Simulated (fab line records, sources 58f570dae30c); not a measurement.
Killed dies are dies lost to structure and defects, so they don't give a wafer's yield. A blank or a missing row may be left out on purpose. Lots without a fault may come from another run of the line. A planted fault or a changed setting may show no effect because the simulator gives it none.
Chamber matching | flow berkeley_cmos170 | UCB170_SPACER_ETCHBACK_03 on rie_diel-02: 4 sister chambers
The step etches SiO2 in CHF3/CF4/Ar, stops on Si, target depth 376 nm, time 100 s. 4 wafers are shown with their chamber, then 6 later ones without.

WAFERS WITH THEIR CHAMBER
wafer  | chamber | throttle_valve_pct (%)
L564.6 | 3       | 6.65
L561.4 | 2       | 6.38
L567.2 | 1       | 6.27
L567.5 | 0       | 6.42

WAFERS WITHOUT THEIR CHAMBER
wafer  | throttle_valve_pct (%)
L570.1 | 6.27
L570.3 | 6.39
L570.6 | 6.39
L574.3 | 6.37
L574.5 | 6.67
L574.6 | 6.42

WHICH CHAMBER EACH WENT THROUGH
wafer  | from the rows above     | in truth
L570.1 | 1                       | 1
L570.3 | can't be placed: 2 or 0 | 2
L570.6 | can't be placed: 2 or 0 | 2
L574.3 | 2                       | 2
L574.5 | 3                       | 3
L574.6 | 0                       | 0
Placed correctly: 4 of 6. Can't be placed from these rows: 2 (the true chamber is among the candidates in 2). Placed wrongly: 0.
How it was worked out, from the rows above alone: a wafer's distance from a chamber is the root of the sum, over the readings, of the square of ((its reading less the chamber's mean) divided by the reading's scatter). The wafer belongs to the nearest chamber; if the next one is less than 2 further off, it can't be placed. A chamber's mean is the mean of its shown wafers. The scatter: with one shown wafer a chamber, the root of the mean of the squares of how far each hidden wafer lies from its nearest shown one.
